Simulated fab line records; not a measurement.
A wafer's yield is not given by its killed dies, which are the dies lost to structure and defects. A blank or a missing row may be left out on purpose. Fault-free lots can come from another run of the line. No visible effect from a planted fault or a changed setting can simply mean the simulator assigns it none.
Which of the tools did it? :: flow ritCmos :: 13 lots, 39 wafers sampled, at 5 steps of a route of 202

== WHAT EACH GAUGE READ, for each wafer ==
RIT_FOX2_THK_MEAS_01.
lot: L671
measured: day 1 19:13
on: filmMetro-01
FOX2_OXIDE_THK (nm): 342 347 345

lot: L672
measured: day 2 03:47
on: filmMetro-01
FOX2_OXIDE_THK (nm): 353 362 360

lot: L673
measured: day 2 05:04
on: filmMetro-02
FOX2_OXIDE_THK (nm): 351 353 345

lot: L675
measured: day 2 14:26
on: filmMetro-02
FOX2_OXIDE_THK (nm): 346 348 351

lot: L677
measured: day 3 00:31
on: filmMetro-03
FOX2_OXIDE_THK (nm): 345 345 344

lot: L678
measured: day 3 05:22
on: filmMetro-01
FOX2_OXIDE_THK (nm): 356 359 358

lot: L685
measured: day 4 17:10
on: filmMetro-02
FOX2_OXIDE_THK (nm): 357 358 352

lot: L686
measured: day 4 23:52
on: filmMetro-01
FOX2_OXIDE_THK (nm): 360 361 364

lot: L687
measured: day 5 04:17
on: filmMetro-02
FOX2_OXIDE_THK (nm): 342 348 346

lot: L689
measured: day 5 12:52
on: filmMetro-01
FOX2_OXIDE_THK (nm): 347 348 346

lot: L690
measured: day 5 17:50
on: filmMetro-03
FOX2_OXIDE_THK (nm): 353 357 354

lot: L693
measured: day 6 09:53
on: filmMetro-03
FOX2_OXIDE_THK (nm): 349 345 347

lot: L694
measured: day 6 15:42
on: filmMetro-03
FOX2_OXIDE_THK (nm): 352 351 355

RIT_FOX2_THK_MEAS_90.
lot: L671
measured: day 1 20:10
on: filmMetro-01
FIELD_OXIDE_LEFT_1_THK (nm): 315 319 317

lot: L672
measured: day 2 04:39
on: filmMetro-01
FIELD_OXIDE_LEFT_1_THK (nm): 326 335 333

lot: L673
measured: day 2 05:57
on: filmMetro-03
FIELD_OXIDE_LEFT_1_THK (nm): 323 325 318

lot: L675
measured: day 2 15:19
on: filmMetro-03
FIELD_OXIDE_LEFT_1_THK (nm): 319 320 324

lot: L677
measured: day 3 01:23
on: filmMetro-02
FIELD_OXIDE_LEFT_1_THK (nm): 317 318 317

lot: L678
measured: day 3 06:14
on: filmMetro-02
FIELD_OXIDE_LEFT_1_THK (nm): 329 332 331

lot: L685
measured: day 4 18:02
on: filmMetro-01
FIELD_OXIDE_LEFT_1_THK (nm): 329 331 325

lot: L686
measured: day 5 00:48
on: filmMetro-01
FIELD_OXIDE_LEFT_1_THK (nm): 333 333 337

lot: L687
measured: day 5 05:10
on: filmMetro-03
FIELD_OXIDE_LEFT_1_THK (nm): 314 321 318

lot: L689
measured: day 5 13:49
on: filmMetro-03
FIELD_OXIDE_LEFT_1_THK (nm): 319 321 318

lot: L690
measured: day 5 18:47
on: filmMetro-03
FIELD_OXIDE_LEFT_1_THK (nm): 326 329 328

lot: L693
measured: day 6 10:53
on: filmMetro-01
FIELD_OXIDE_LEFT_1_THK (nm): 321 318 320

lot: L694
measured: day 6 16:35
on: filmMetro-02
FIELD_OXIDE_LEFT_1_THK (nm): 324 323 327

RIT_NWELL_OVL_MEAS_06.
lot: L671
measured: day 1 21:14
on: overlay-01
NWELL_OVL (nm): 0.2 0.1 -0.1

lot: L672
measured: day 2 05:35
on: overlay-02
NWELL_OVL (nm): -0.5 0.9 -0.4

lot: L673
measured: day 2 06:53
on: overlay-01
NWELL_OVL (nm): -0.5 -1.3 -0.2

lot: L675
measured: day 2 19:37
on: overlay-01
NWELL_OVL (nm): 0.7 2.4 0.8

lot: L677
measured: day 3 02:19
on: overlay-02
NWELL_OVL (nm): 1.1 0.9 -0.5

lot: L678
measured: day 3 07:10
on: overlay-02
NWELL_OVL (nm): 0.5 -0.5 0.9

lot: L685
measured: day 4 18:59
on: overlay-02
NWELL_OVL (nm): 1.6 1.6 2.4

lot: L686
measured: day 5 01:44
on: overlay-01
NWELL_OVL (nm): 1.5 2.3 0.6

lot: L687
measured: day 5 06:20
on: overlay-02
NWELL_OVL (nm): -0.6 -1.1 -0.8

lot: L689
measured: day 5 14:57
on: overlay-01
NWELL_OVL (nm): -1.6 1.5 0.5

lot: L690
measured: day 5 19:43
on: overlay-01
NWELL_OVL (nm): 0.0 0.0 -0.3

lot: L693
measured: day 6 11:56
on: overlay-02
NWELL_OVL (nm): 0.4 0.6 -0.1

lot: L694
measured: day 6 17:38
on: overlay-02
NWELL_OVL (nm): 1.5 0.5 1.9

RIT_WELLDRIVE_RS_MEAS_01: the measuring method here is four-point-probe.
lot: L671
measured: day 2 05:02
on: filmMetro-01
NWELL_RS (ohm/sq): 274.7 274.3 274.7

lot: L672
measured: day 2 13:03
on: filmMetro-02
NWELL_RS (ohm/sq): 275.7 275.8 276.0

lot: L673
measured: day 2 15:10
on: filmMetro-01
NWELL_RS (ohm/sq): 275.1 276.6 276.3

lot: L675
measured: day 3 03:13
on: filmMetro-04
NWELL_RS (ohm/sq): 275.3 274.3 274.6

lot: L677
measured: day 3 09:56
on: filmMetro-01
NWELL_RS (ohm/sq): 275.1 275.4 275.3

lot: L678
measured: day 3 15:32
on: filmMetro-02
NWELL_RS (ohm/sq): 320.8 320.4 320.5 321.0 320.0 320.4

lot: L685
measured: day 5 03:01
on: filmMetro-01
NWELL_RS (ohm/sq): 275.4 275.2 275.8

lot: L686
measured: day 5 09:22
on: filmMetro-01
NWELL_RS (ohm/sq): 275.8 275.7 276.1

lot: L687
measured: day 5 14:28
on: filmMetro-01
NWELL_RS (ohm/sq): 275.3 275.3 275.7

lot: L689
measured: day 5 22:16
on: filmMetro-02
NWELL_RS (ohm/sq): 275.9 276.2 275.5

lot: L690
measured: day 6 03:22
on: filmMetro-02
NWELL_RS (ohm/sq): 275.2 275.5 274.9

lot: L693
measured: day 6 19:52
on: filmMetro-02
NWELL_RS (ohm/sq): 274.5 275.3 275.1

lot: L694
measured: day 7 00:59
on: filmMetro-01
NWELL_RS (ohm/sq): 276.0 275.4 276.5

== WHICH TOOL RAN EACH LOT (tool, then ch and the chambers of the sampled wafers, then the start) ==
lot: L671
RIT_WELLDRIVE_ANNEAL_00: furnace-03 ch 0, day 1 23:56

lot: L672
RIT_WELLDRIVE_ANNEAL_00: furnace-01 ch 0, day 2 07:55

lot: L673
RIT_WELLDRIVE_ANNEAL_00: furnace-03 ch 0, day 2 10:04

lot: L675
RIT_WELLDRIVE_ANNEAL_00: furnace-04 ch 0, day 2 22:07

lot: L677
RIT_WELLDRIVE_ANNEAL_00: furnace-01 ch 0, day 3 04:50

lot: L678
RIT_WELLDRIVE_ANNEAL_00: furnace-03 ch 0, day 3 10:28

lot: L685
RIT_WELLDRIVE_ANNEAL_00: furnace-01 ch 0, day 4 21:56

lot: L686
RIT_WELLDRIVE_ANNEAL_00: furnace-04 ch 0, day 5 04:16

lot: L687
RIT_WELLDRIVE_ANNEAL_00: furnace-04 ch 0, day 5 09:21

lot: L689
RIT_WELLDRIVE_ANNEAL_00: furnace-01 ch 0, day 5 17:10

lot: L690
RIT_WELLDRIVE_ANNEAL_00: furnace-01 ch 0, day 5 22:16

lot: L693
RIT_WELLDRIVE_ANNEAL_00: furnace-01 ch 0, day 6 14:46

lot: L694
RIT_WELLDRIVE_ANNEAL_00: furnace-01 ch 0, day 6 19:51
- RIT_WELLDRIVE_ANNEAL_00: time 14700 s.

== AS READ BY THE TOOLS THEMSELVES (means over the sampled wafers that have a number; for cases with no such wafer, the mark the record gives instead) ==
RIT_WELLDRIVE_ANNEAL_00.
lot: L671
tool: furnace-03
runLengthS (s): 18260
tube_center_temp_C_max: 1102.6
zonePowerLoadPct (%): 44.3

lot: L672
tool: furnace-01
runLengthS (s): 18264
tube_center_temp_C_max: 1102.7
zonePowerLoadPct (%): 40.6

lot: L673
tool: furnace-03
runLengthS (s): 18247
tube_center_temp_C_max: 1102.7
zonePowerLoadPct (%): 44.4

lot: L675
tool: furnace-04
runLengthS (s): 18276
tube_center_temp_C_max: 1103.5
zonePowerLoadPct (%): 41.7

lot: L677
tool: furnace-01
runLengthS (s): 18268
tube_center_temp_C_max: 1102.8
zonePowerLoadPct (%): 40.7

lot: L678
tool: furnace-03
runLengthS (s): 9435
tube_center_temp_C_max: 1103.1
zonePowerLoadPct (%): 44.8

lot: L685
tool: furnace-01
runLengthS (s): 18283
tube_center_temp_C_max: 1102.6
zonePowerLoadPct (%): 40.6

lot: L686
tool: furnace-04
runLengthS (s): 18264
tube_center_temp_C_max: 1102.6
zonePowerLoadPct (%): 41.7

lot: L687
tool: furnace-04
runLengthS (s): 18261
tube_center_temp_C_max: 1103.2
zonePowerLoadPct (%): 42.0

lot: L689
tool: furnace-01
runLengthS (s): 18271
tube_center_temp_C_max: 1103.3
zonePowerLoadPct (%): 40.6

lot: L690
tool: furnace-01
runLengthS (s): 18271
tube_center_temp_C_max: 1102.3
zonePowerLoadPct (%): 40.8

lot: L693
tool: furnace-01
runLengthS (s): 18273
tube_center_temp_C_max: 1102.7
zonePowerLoadPct (%): 40.6

lot: L694
tool: furnace-01
runLengthS (s): 18273
tube_center_temp_C_max: 1103.3
zonePowerLoadPct (%): 41.1

== THE ANSWER, worked out from the rows above alone ==
Rule: usual is defined by the lots themselves. Put in order of their means at a reading, lots are off if they are a third of the lots or fewer, leave a main group of 4 or more, and stand apart from it by a gap of 3 or more times the standard deviation of the main group's means; of several such gaps the widest counts. The tables above print the reading to a certain number of digits; a main group whose means all agree to those digits is not used. A lot without any number at a reading at which 4 lots or more have one is off too. Any other lot the step has rows for is counted as sound. First the gauges in route order, then the tools' own readings, where a lot's mean is used as printed above. The first step at which some lot is off is used, and at that step the reading that is off furthest; a lot without a number counts as furthest.
Off: L678, seen at RIT_WELLDRIVE_RS_MEAS_01 (NWELL_RS). The main group: mean 275.4 ohm/sq, standard deviation 0.47.
A tool fits if, at a process step before that reading, it ran every lot that is off, and no sound lot after the first of them. The gauges at RIT_WELLDRIVE_RS_MEAS_01 aren't tried: what is off there is off at RIT_WELLDRIVE_ANNEAL_00 too, on other tools, and a gauge's error can't cause that. One candidate fits, namely furnace-03 at RIT_WELLDRIVE_ANNEAL_00. Its last sound lot is L673 (day 2 10:04), its first lot that is off L678 (day 3 10:28): a fault that began between those two fits.
The tool's own readings at RIT_WELLDRIVE_ANNEAL_00 bear it out: on the lots that are off they differ by more than 5 times the standard deviation of the sound lots' means. runLengthS reads 9435 s there against 18268 s on the sound lots.

== WHAT HAD BEEN PUT IN BY THE SIMULATOR ==
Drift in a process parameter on furnace-03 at RIT_WELLDRIVE_ANNEAL_00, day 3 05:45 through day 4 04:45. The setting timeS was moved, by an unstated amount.
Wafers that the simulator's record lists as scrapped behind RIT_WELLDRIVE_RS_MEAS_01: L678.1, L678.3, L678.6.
Lots struck among those shown: L678. The rule above found the same.
